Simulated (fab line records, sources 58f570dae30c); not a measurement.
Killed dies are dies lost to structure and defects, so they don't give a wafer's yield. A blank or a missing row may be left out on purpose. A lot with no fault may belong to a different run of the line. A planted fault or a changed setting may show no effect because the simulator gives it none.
Which tool did it?	flow berkeley_cmos170	13 lots with 39 wafers sampled at 6 steps, on a route of 331 steps

WHAT THE GAUGES SHOWED, per wafer
UCB170_M2_OVL_MEAS_16.
lot	measured	on	M2_OVL (nm)
L643	day 8 09:53	overlay-02	-1 0 -6
L644	day 8 10:28	overlay-02	0 5 -6
L647	day 9 05:20	overlay-01	7 13 13
L648	day 9 10:59	overlay-01	0 6 0
L649	day 9 09:23	overlay-01	3 4 3
L650	day 9 18:57	overlay-01	-8 -13 -9
L651	day 10 02:38	overlay-01	-7 1 -3
L652	day 10 02:07	overlay-01	1 4 1
L654	day 10 09:15	overlay-01	-7 -8 3
L655	day 10 18:56	overlay-02	14 1 8
L660	day 11 08:33	overlay-01	1 3 2
L661	day 12 02:57	overlay-01	2 -5 -3
L666	day 12 23:12	overlay-01	3 4 4

UCB170_M3_RS_MEAS_02: measures by four-point-probe.
lot	measured	on	M3_AL_RS (ohm/sq)
L643	day 8 13:27	film_metro-02	0.0319 0.0319 0.0318
L644	day 8 14:27	film_metro-01	0.0321 0.0318 0.0321
L647	day 9 08:52	film_metro-02	0.0317 0.0318 0.0318
L648	day 9 14:53	film_metro-01	0.0314 0.0319 0.0313
L649	day 9 12:52	film_metro-01	0.0317 0.0322 0.0319
L650	day 9 22:00	film_metro-01	0.0323 0.0322 0.0323
L651	day 10 06:08	film_metro-02	0.0322 0.0321 0.0323
L652	day 10 05:34	film_metro-01	0.0328 0.0330 0.0326
L654	day 10 12:36	film_metro-02	0.0318 0.0318 0.0317
L655	day 10 22:12	film_metro-01	0.0325 0.0325 0.0326
L660	day 11 11:49	film_metro-01	0.0321 0.0319 0.0314
L661	day 12 05:53	film_metro-02	0.0364 0.0326 0.0323
L666	day 13 03:04	film_metro-02	0.0322 0.0322 0.0324

UCB170_M3_THK_MEAS_03: measures by xrf.
lot	measured	on	M3_AL_THK (nm)
L643	day 8 13:34	film_metro-02	878 874 873
L644	day 8 14:34	film_metro-01	876 883 874
L647	day 9 08:58	film_metro-02	888 882 887
L648	day 9 15:01	film_metro-01	897 885 905
L649	day 9 12:58	film_metro-01	886 873 881
L650	day 9 22:05	film_metro-01	875 877 871
L651	day 10 06:14	film_metro-02	871 881 872
L652	day 10 05:41	film_metro-01	862 858 869
L654	day 10 12:43	film_metro-02	883 888 881
L655	day 10 22:19	film_metro-01	871 869 866
L660	day 11 11:56	film_metro-01	879 878 898
L661	day 12 06:01	film_metro-02	777 865 870
L666	day 13 03:11	film_metro-02	879 877 869

WHAT TOOL EACH LOT RAN ON (gives the tool, then ch and the chambers of the sampled wafers, and finally the start)
lot	UCB170_ZERO_STRIP_07	UCB170_V2_ETCH_14	UCB170_M3_SPUTTER_01
L643	plasma_asher-03 ch 0,1, day 1 19:44	rie_diel-01 ch 0,1,2, day 8 12:54	pvd_sputter-03, day 8 13:22
L644	plasma_asher-02 ch 0,1, day 2 00:30	rie_diel-01 ch 1,2,3, day 8 13:53	pvd_sputter-03, day 8 14:21
L647	plasma_asher-01 ch 0,1, day 2 15:01	rie_diel-01 ch 0,1,3, day 9 08:17	pvd_sputter-03, day 9 08:45
L648	plasma_asher-02 ch 0,1, day 3 01:07	rie_diel-03 ch 0,3, day 9 14:20	pvd_sputter-03, day 9 14:48
L649	plasma_asher-01 ch 0,1, day 3 01:23	rie_diel-03 ch 1,2, day 9 12:16	pvd_sputter-04, day 9 12:44
L650	plasma_asher-02 ch 0,1, day 3 09:40	rie_diel-03 ch 0,3, day 9 21:23	pvd_sputter-03, day 9 21:54
L651	plasma_asher-02 ch 0,1, day 3 12:55	rie_diel-03 ch 0,1, day 10 05:34	pvd_sputter-04, day 10 06:01
L652	plasma_asher-01 ch 0,1, day 3 13:28	rie_diel-03 ch 1,3, day 10 05:01	pvd_sputter-01, day 10 05:28
L654	plasma_asher-02 ch 0,1, day 4 04:37	rie_diel-03 ch 1,3, day 10 11:58	pvd_sputter-04, day 10 12:31
L655	plasma_asher-03 ch 0,1, day 4 11:20	rie_diel-02 ch 0,1,2, day 10 21:39	pvd_sputter-03, day 10 22:07
L660	plasma_asher-01 ch 0,1, day 5 11:23	rie_diel-03 ch 1,3, day 11 11:15	pvd_sputter-04, day 11 11:43
L661	plasma_asher-02 ch 0,1, day 5 14:55	rie_diel-01 ch 0,1,2, day 12 05:20	pvd_sputter-04, day 12 05:49
L666	plasma_asher-01 ch 0,1, day 6 12:32	rie_diel-02 ch 0,2,3, day 13 02:22	pvd_sputter-01, day 13 02:59
- UCB170_ZERO_STRIP_07: strips in O2.
- UCB170_V2_ETCH_14: etches SiO2 in CHF3/CF4/Ar, stops on Al, target depth 1250 nm, time 291 s.
- UCB170_M3_SPUTTER_01: material Al, target thk 900 nm, time 120 s.

AS READ BY THE TOOLS THEMSELVES (means over the sampled wafers that have a number; for cases with no such wafer, the mark the record gives instead)
UCB170_ZERO_STRIP_07.
lot	tool	drypump_motor_current_A (A)	oes_product_au (a.u.)	strip_time_to_endpoint_s (s)
L643	plasma_asher-03	5.5	0.726	21.44
L644	plasma_asher-02	5.6	0.727	21.53
L647	plasma_asher-01	5.5	0.726	21.44
L648	plasma_asher-02	6.0	0.727	21.45
L649	plasma_asher-01	5.4	0.724	21.41
L650	plasma_asher-02	6.0	0.727	21.46
L651	plasma_asher-02	6.0	0.721	21.31
L652	plasma_asher-01	5.4	0.728	21.51
L654	plasma_asher-02	5.6	0.730	21.50
L655	plasma_asher-03	5.5	0.726	21.37
L660	plasma_asher-01	5.4	0.727	21.44
L661	plasma_asher-02	6.0	0.731	21.51
L666	plasma_asher-01	5.4	0.723	21.48

UCB170_V2_ETCH_14.
lot	tool	drypump_motor_current_A (A)	oes_product_au (a.u.)	rf_fwd_power_W (W)	throttle_valve_pct (%)
L643	rie_diel-01	5.7	0.874	698.9	6.99
L644	rie_diel-01	5.9	0.875	699.8	7.00
L647	rie_diel-01	5.5	0.869	699.1	7.01
L648	rie_diel-03	6.4	0.880	700.6	6.97
L649	rie_diel-03	5.6	0.882	697.9	7.04
L650	rie_diel-03	6.3	0.872	698.8	6.97
L651	rie_diel-03	5.9	0.891	696.6	6.99
L652	rie_diel-03	6.1	0.885	696.6	6.99
L654	rie_diel-03	6.1	0.883	698.4	6.99
L655	rie_diel-02	5.6	0.868	698.2	7.00
L660	rie_diel-03	5.8	0.885	699.3	7.01
L661	rie_diel-01	5.7	0.870	700.0	6.99
L666	rie_diel-02	5.6	0.889	699.7	6.90

UCB170_M3_SPUTTER_01.
lot	tool	cathode_dc_power_W (W)	chamber_pressure_pa (Pa)	throttle_valve_pct (%)
L643	pvd_sputter-03	6000.0	0.4998	29.0
L644	pvd_sputter-03	6000.4	0.4999	30.0
L647	pvd_sputter-03	5999.5	0.5005	30.1
L648	pvd_sputter-03	5999.6	0.5001	29.6
L649	pvd_sputter-04	6001.2	0.5000	29.5
L650	pvd_sputter-03	5999.4	0.5000	29.5
L651	pvd_sputter-04	6000.0	0.5009	29.5
L652	pvd_sputter-01	6001.0	0.5003	29.7
L654	pvd_sputter-04	5999.7	0.5006	30.3
L655	pvd_sputter-03	6001.2	0.4999	29.2
L660	pvd_sputter-04	6000.4	0.4997	29.6
L661	pvd_sputter-04	5999.9	0.5001	30.5
L666	pvd_sputter-01	6000.7	0.5002	31.0

THE ANSWER, worked out from the rows above alone
Rule: the usual values come from the lots themselves. Put in order of their means at a reading, lots are off if they are a third of the lots or fewer, leave a main group of 4 or more, and stand apart from it by a gap of 3 or more times the standard deviation of the main group's means; of several such gaps the widest counts. A main group is skipped when, at the precision printed for the reading in the tables above, its means are all equal. A lot without any number at a reading at which 4 lots or more have one is off too. Where the step has rows for the other lots, those lots are counted as sound. Order of review: gauges by route order, followed by the tools' own readings, for which a lot's mean as printed above is used. At the first step where some lot is off, the reading lying furthest off is the one used; lots without a number count as furthest.
Off: L661, at UCB170_M3_THK_MEAS_03 (M3_AL_THK). For the main group the mean is 878 nm and the standard deviation 8.2.
If a tool, at a process step before that reading, ran all the lots that are off and no sound lot after the first of them, it fits. Not tried: the gauges at UCB170_M3_THK_MEAS_03; whatever is off there is also off at UCB170_ZERO_STRIP_07, on other tools, and gauge error can't account for it. Can't be told from this: 3 tools fit, plasma_asher-02 at UCB170_ZERO_STRIP_07, rie_diel-01 at UCB170_V2_ETCH_14, pvd_sputter-04 at UCB170_M3_SPUTTER_01.

WHAT WAS PUT IN BY THE SIMULATOR
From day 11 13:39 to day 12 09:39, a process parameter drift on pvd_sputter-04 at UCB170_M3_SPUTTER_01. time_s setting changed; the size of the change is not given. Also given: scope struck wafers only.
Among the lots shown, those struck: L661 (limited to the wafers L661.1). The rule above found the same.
